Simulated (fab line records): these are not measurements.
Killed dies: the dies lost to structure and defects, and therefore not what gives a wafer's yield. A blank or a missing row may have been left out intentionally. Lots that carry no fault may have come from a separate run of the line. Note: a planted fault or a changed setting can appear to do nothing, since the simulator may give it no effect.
The tool behind it: which one? -- flow berkeleyCmos170 -- 48 wafers from 16 lots sampled at 5 of the route's 331 steps

== WHAT EACH GAUGE READ, for each wafer ==
UCB170_START_BOW_MEAS_00.
lot,measured,on,INCOMING_BOW (um)
L756,day 1 15:02,filmMetro-04,-5 6 -11
L757,day 1 20:00,filmMetro-04,-6 -5 6
L758,day 2 01:00,filmMetro-03,-9 -6 3
L759,day 2 06:00,filmMetro-04,2 3 10
L760,day 2 11:01,filmMetro-01,0 -1 6
L762,day 2 21:01,filmMetro-04,-11 1 0
L763,day 3 02:01,filmMetro-04,6 0 -3
L766,day 3 17:00,filmMetro-03,-7 -3 -5
L768,day 4 03:01,filmMetro-03,9 4 -11
L769,day 4 08:00,filmMetro-01,3 -5 2
L770,day 4 13:00,filmMetro-01,-4 0 -4
L771,day 4 18:01,filmMetro-04,4 -9 0
L772,day 4 23:01,filmMetro-03,-1 -2 -8
L773,day 5 04:01,filmMetro-04,-7 8 2
L774,day 5 09:00,filmMetro-03,-10 -7 -3
L775,day 5 14:00,filmMetro-01,0 -1 0

UCB170_NWELL_OVL_MEAS_12.
lot,measured,on,NWELL_OVL (nm)
L756,day 2 12:23,overlay-02,2 6 3
L757,day 2 22:25,overlay-01,3 2 7
L758,day 3 03:58,overlay-02,-8 -11 -5
L759,day 3 09:41,overlay-01,-5 -8 0
L760,day 3 13:17,overlay-01,-9 -3 0
L762,day 3 22:42,overlay-01,-5 -8 -3
L763,day 3 22:50,overlay-02,0 6 2
L766,day 4 13:58,overlay-02,-11 -10 -5
L768,day 5 04:11,overlay-01,-2 7 2
L769,day 5 12:09,overlay-02,-10 -12 -11
L770,day 5 17:30,overlay-02,-7 -4 -9
L771,day 5 17:22,overlay-01,-6 -4 0
L772,day 6 02:13,overlay-01,1 -9 -4
L773,day 6 10:20,overlay-02,-11 -16 -13
L774,day 6 10:05,overlay-01,-2 1 6
L775,day 6 15:59,overlay-01,-13 -11 -9

UCB170_PFIELD_OVL_MEAS_06.
lot,measured,on,PFIELD_OVL (nm)
L756,day 5 01:56,overlay-01,-12 -8 -6
L757,day 5 12:59,overlay-02,8 4 6
L758,day 5 17:10,overlay-01,8 14 7
L759,day 5 17:05,overlay-02,-8 -4 -4
L760,day 5 17:13,overlay-02,2 10 9
L762,day 6 15:18,overlay-02,3 3 5
L763,day 6 15:34,overlay-02,-7 -8 -4
L766,day 6 15:01,overlay-02,2 3 1
L768,day 7 14:59,overlay-02,2 2 0
L769,day 7 22:50,overlay-02,269 265 261
L770,day 8 05:57,overlay-02,-13 -7 -15
L771,day 8 05:41,overlay-02,258 257 258
L772,day 8 06:14,overlay-02,2 2 6
L773,day 8 15:37,overlay-02,263 262 259
L774,day 8 15:20,overlay-01,-2 3 -7
L775,day 9 04:20,overlay-01,266 268 270

UCB170_FIELD_THK_MEAS_90.
lot,measured,on,FIELD_OXIDE_LEFT_1_THK (nm)
L756,day 5 18:18,filmMetro-02,435 427 436
L757,day 6 07:22,filmMetro-04,441 441 448
L758,day 6 07:25,filmMetro-02,428 421 431
L759,day 6 07:22,filmMetro-02,438 432 435
L760,day 6 07:26,filmMetro-04,427 431 434
L762,day 7 09:05,filmMetro-04,436 436 438
L763,day 7 09:05,filmMetro-03,436 432 429
L766,day 7 09:01,filmMetro-03,438 448 438
L768,day 8 06:46,filmMetro-02,420 420 429
L769,day 8 15:07,filmMetro-02,433 439 446
L770,day 8 22:32,filmMetro-04,457 452 452
L771,day 8 22:29,filmMetro-04,437 442 447
L772,day 8 22:29,filmMetro-02,433 444 443
L773,day 9 05:14,filmMetro-04,443 450 438
L774,day 9 05:13,filmMetro-03,447 437 449
L775,day 9 22:11,filmMetro-02,430 423 435

== TOOL THAT RAN EACH LOT (tool first, then ch and the chambers of the sampled wafers, then the start) ==
lot,UCB170_PFIELD_EXPOSE_03
L756,"krfScanner-01 ch 0, day 5 01:05"
L757,"krfScanner-02 ch 0, day 5 12:25"
L758,"krfScanner-02 ch 0, day 5 16:34"
L759,"krfScanner-01 ch 0, day 5 16:19"
L760,"krfScanner-02 ch 0, day 5 16:50"
L762,"krfScanner-02 ch 0, day 6 14:34"
L763,"krfScanner-02 ch 0, day 6 14:43"
L766,"krfScanner-01 ch 0, day 6 14:08"
L768,"krfScanner-02 ch 0, day 7 14:37"
L769,"krfScanner-02 ch 0, day 7 22:03"
L770,"krfScanner-01 ch 0, day 8 05:13"
L771,"krfScanner-02 ch 0, day 8 04:39"
L772,"krfScanner-01 ch 0, day 8 05:25"
L773,"krfScanner-02 ch 0, day 8 15:14"
L774,"krfScanner-01 ch 0, day 8 14:47"
L775,"krfScanner-02 ch 0, day 9 03:27"
- UCB170_PFIELD_EXPOSE_03: exposes mask PFIELD, target cd 1500 nm.

== WHAT THE TOOLS THEMSELVES READ (means of the sampled wafers that have a number; where no wafer has one, the mark that the record gives instead) ==
UCB170_PFIELD_EXPOSE_03.
lot,tool,stageVelMmS (mm/s)
L756,krfScanner-01,499.88
L757,krfScanner-02,500.12
L758,krfScanner-02,500.12
L759,krfScanner-01,500.17
L760,krfScanner-02,499.82
L762,krfScanner-02,500.08
L763,krfScanner-02,500.24
L766,krfScanner-01,500.36
L768,krfScanner-02,499.91
L769,krfScanner-02,500.29
L770,krfScanner-01,499.79
L771,krfScanner-02,500.42
L772,krfScanner-01,500.00
L773,krfScanner-02,500.12
L774,krfScanner-01,499.85
L775,krfScanner-02,500.15

== THE ANSWER, worked out from the rows above alone ==
Rule: what is usual is taken from the lots themselves. Put in order of their means at a reading, lots are off if they are a third of the lots or fewer, leave a main group of 4 or more, and stand apart from it by a gap of 3 or more times the standard deviation of the main group's means; of several such gaps the widest counts. The tables above print the reading to a certain number of digits; a main group whose means all agree to those digits is not used. Also off: a lot with no number at a reading for which 4 or more lots have one. The other lots that the step has rows for count as sound. After the gauges, taken in route order, come the tools' own readings; for these a lot's mean is taken, as printed above. At the first step where some lot is off, the reading lying furthest off is the one used; lots without a number count as furthest.
Off: L769, L771, L773, L775, seen at UCB170_PFIELD_OVL_MEAS_06 (PFIELD_OVL). For the main group the mean is -0 nm and the standard deviation 6.4.
If a tool, at a process step before that reading, ran all the lots that are off and no sound lot after the first of them, it fits. The gauges at UCB170_PFIELD_OVL_MEAS_06 are tried like those tools. One fits: krfScanner-02 at UCB170_PFIELD_EXPOSE_03. Its last sound lot is L768 (day 7 14:37), its first lot that is off L769 (day 7 22:03): a fault that began between those two fits.

== WHAT THE SIMULATOR HAD INSERTED ==
Scanner matching overlay: krfScanner-02, from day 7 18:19 on, at UCB170_PFIELD_EXPOSE_03. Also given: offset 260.
Shown lots that were struck: L769, L771, L773, L775. Same finding as the rule above.
